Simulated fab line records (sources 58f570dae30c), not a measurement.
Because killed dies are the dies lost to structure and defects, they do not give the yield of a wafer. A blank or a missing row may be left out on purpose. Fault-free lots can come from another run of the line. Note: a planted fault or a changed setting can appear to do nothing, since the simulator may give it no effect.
Which of the tools did it? | flow berkeley-cmos170 | 14 lots with 42 wafers sampled at 4 steps, on a route of 331 steps

WHAT THE GAUGES READ, wafer by wafer
UCB170_PSD_OVL_MEAS_07.
lot  | measured     | on         | PSD_OVL (nm)
L324 | day 6 17:53  | overlay-02 | -10 -2 -8
L325 | day 6 18:10  | overlay-02 | -3 1 2
L327 | day 7 06:25  | overlay-02 | -4 -2 -2
L329 | day 7 16:15  | overlay-02 | 2 -3 -3
L331 | day 8 08:18  | overlay-01 | 0 5 6
L330 | day 8 08:34  | overlay-02 | 3 3 3
L332 | day 8 14:21  | overlay-02 | 4 5 5
L333 | day 9 00:23  | overlay-02 | 2 1 -3
L334 | day 9 00:25  | overlay-01 | -9 -12 -5
L335 | day 9 12:01  | overlay-02 | -3 -7 -12
L337 | day 9 12:10  | overlay-01 | 3 0 7
L342 | day 11 00:17 | overlay-02 | -2 5 8
L343 | day 11 05:10 | overlay-02 | -10 -4 2
L346 | day 11 16:22 | overlay-02 | 10 1 4

UCB170_CONTACT_THK_MEAS_02.
lot  | measured     | on            | CONTACT_PSG_THK (nm)
L324 | day 7 02:57  | film-metro-04 | 711 706 709
L325 | day 7 04:24  | film-metro-04 | 698 698 701
L327 | day 7 13:44  | film-metro-03 | 698 695 704
L329 | day 8 01:00  | film-metro-04 | 693 692 692
L331 | day 8 17:29  | film-metro-04 | 687 693 684
L330 | day 8 17:35  | film-metro-01 | 693 693 695
L332 | day 8 20:38  | film-metro-03 | 702 698 701
L333 | day 9 09:05  | film-metro-04 | 697 697 695
L334 | day 9 10:23  | film-metro-01 | 701 695 702
L335 | day 9 18:09  | film-metro-01 | 702 701 698
L337 | day 9 19:55  | film-metro-01 | 696 698 698
L342 | day 11 07:57 | film-metro-01 | 858 859 863
L343 | day 11 13:56 | film-metro-03 | 864 862 860
L346 | day 11 22:08 | film-metro-03 | 709 707 715

WHICH TOOL RAN EACH LOT (tool, then ch and the chambers of the sampled wafers, then the start)
lot  | UCB170_SILICIDE_RTA_04           | UCB170_CONTACT_CVD_01
L324 | rtp-anneal-02 ch 0, day 6 23:56  | lpcvd-02 ch 0, day 7 00:16
L325 | rtp-anneal-02 ch 0, day 7 00:25  | lpcvd-01 ch 0, day 7 02:36
L327 | rtp-anneal-01 ch 0, day 7 10:57  | lpcvd-02 ch 0, day 7 11:57
L329 | rtp-anneal-02 ch 0, day 7 22:52  | lpcvd-01 ch 1, day 7 23:13
L331 | rtp-anneal-01 ch 0, day 8 15:25  | lpcvd-01 ch 0, day 8 15:41
L330 | rtp-anneal-02 ch 0, day 8 15:29  | lpcvd-02 ch 1, day 8 15:47
L332 | rtp-anneal-02 ch 0, day 8 18:35  | lpcvd-01 ch 0, day 8 18:50
L333 | rtp-anneal-02 ch 0, day 9 06:38  | lpcvd-02 ch 1, day 9 07:17
L334 | rtp-anneal-01 ch 0, day 9 06:49  | lpcvd-01 ch 1, day 9 08:35
L335 | rtp-anneal-02 ch 0, day 9 16:02  | lpcvd-02 ch 0, day 9 16:22
L337 | rtp-anneal-02 ch 0, day 9 16:25  | lpcvd-02 ch 1, day 9 18:08
L342 | rtp-anneal-02 ch 0, day 11 05:52 | lpcvd-01 ch 0, day 11 06:10
L343 | rtp-anneal-01 ch 0, day 11 11:53 | lpcvd-01 ch 1, day 11 12:08
L346 | rtp-anneal-02 ch 0, day 11 20:05 | lpcvd-02 ch 1, day 11 20:20
- UCB170_SILICIDE_RTA_04: time 15 s.
- UCB170_CONTACT_CVD_01: deposits PSG from SiH4/O2/PH3, target thk 700 nm, time 2820 s.

WHAT THE TOOLS THEMSELVES READ (means of the sampled wafers that have a number; where no wafer has one, the mark that the record gives instead)
UCB170_SILICIDE_RTA_04.
lot  | tool          | lamp-power-pct (%) | wafer_temp_C_max
L324 | rtp-anneal-02 | 10.02              | 652.8
L325 | rtp-anneal-02 | 10.03              | 652.6
L327 | rtp-anneal-01 | 10.53              | 651.8
L329 | rtp-anneal-02 | 10.02              | 652.5
L331 | rtp-anneal-01 | 10.53              | 651.5
L330 | rtp-anneal-02 | 10.03              | 652.8
L332 | rtp-anneal-02 | 10.02              | 653.5
L333 | rtp-anneal-02 | 10.03              | 653.1
L334 | rtp-anneal-01 | 10.52              | 651.7
L335 | rtp-anneal-02 | 10.02              | 653.2
L337 | rtp-anneal-02 | 10.03              | 652.4
L342 | rtp-anneal-02 | 10.02              | 652.9
L343 | rtp-anneal-01 | 10.52              | 651.3
L346 | rtp-anneal-02 | 10.04              | 652.6

UCB170_CONTACT_CVD_01.
lot  | tool     | pressure-mtorr (mTorr)
L324 | lpcvd-02 | 300.3
L325 | lpcvd-01 | 299.9
L327 | lpcvd-02 | 299.9
L329 | lpcvd-01 | 300.4
L331 | lpcvd-01 | 300.4
L330 | lpcvd-02 | 300.4
L332 | lpcvd-01 | 300.2
L333 | lpcvd-02 | 300.6
L334 | lpcvd-01 | 299.9
L335 | lpcvd-02 | 299.5
L337 | lpcvd-02 | 299.5
L342 | lpcvd-01 | 450.3
L343 | lpcvd-01 | 449.7
L346 | lpcvd-02 | 299.7

THE ANSWER, worked out from the rows above alone
Rule: the usual values come from the lots themselves. Put in order of their means at a reading, lots are off if they are a third of the lots or fewer, leave a main group of 4 or more, and stand apart from it by a gap of 3 or more times the standard deviation of the main group's means; of several such gaps the widest counts. If all means in a main group match to the digits the tables above print for the reading, that group is not used. A lot without any number at a reading at which 4 lots or more have one is off too. The other lots that the step has rows for count as sound. The gauges are gone through in route order, then the tools' own readings, and for those a lot's mean is taken as printed above. At the first step where some lot is off, the reading lying furthest off is the one used; lots without a number count as furthest.
Off: L342, L343, at UCB170_CONTACT_THK_MEAS_02 (CONTACT_PSG_THK). For the main group the mean is 699 nm and the standard deviation 6.
If a tool, at a process step before that reading, ran all the lots that are off and no sound lot after the first of them, it fits. The gauges at UCB170_CONTACT_THK_MEAS_02 aren't tried: what is off there is off at UCB170_CONTACT_CVD_01 too, on other tools, and a gauge's error can't cause that. One fits: lpcvd-01 at UCB170_CONTACT_CVD_01. Its last sound lot is L334 (day 9 08:35), its first lot that is off L342 (day 11 06:10): a fault that began between those two fits.
On the lots that are off, the tool's own readings at UCB170_CONTACT_CVD_01 differ by more than 5 times the standard deviation of the sound lots' means, which bears it out; pressure-mtorr reads 450.0 mTorr there versus 300.1 mTorr on the sound lots.

WHAT HAD BEEN PUT IN BY THE SIMULATOR
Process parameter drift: lpcvd-01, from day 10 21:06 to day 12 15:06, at UCB170_CONTACT_CVD_01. A move of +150 in setting pressure-mtorr, from 300. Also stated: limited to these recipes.
Struck lots among those shown: L342, L343. The rule above reached the same finding.
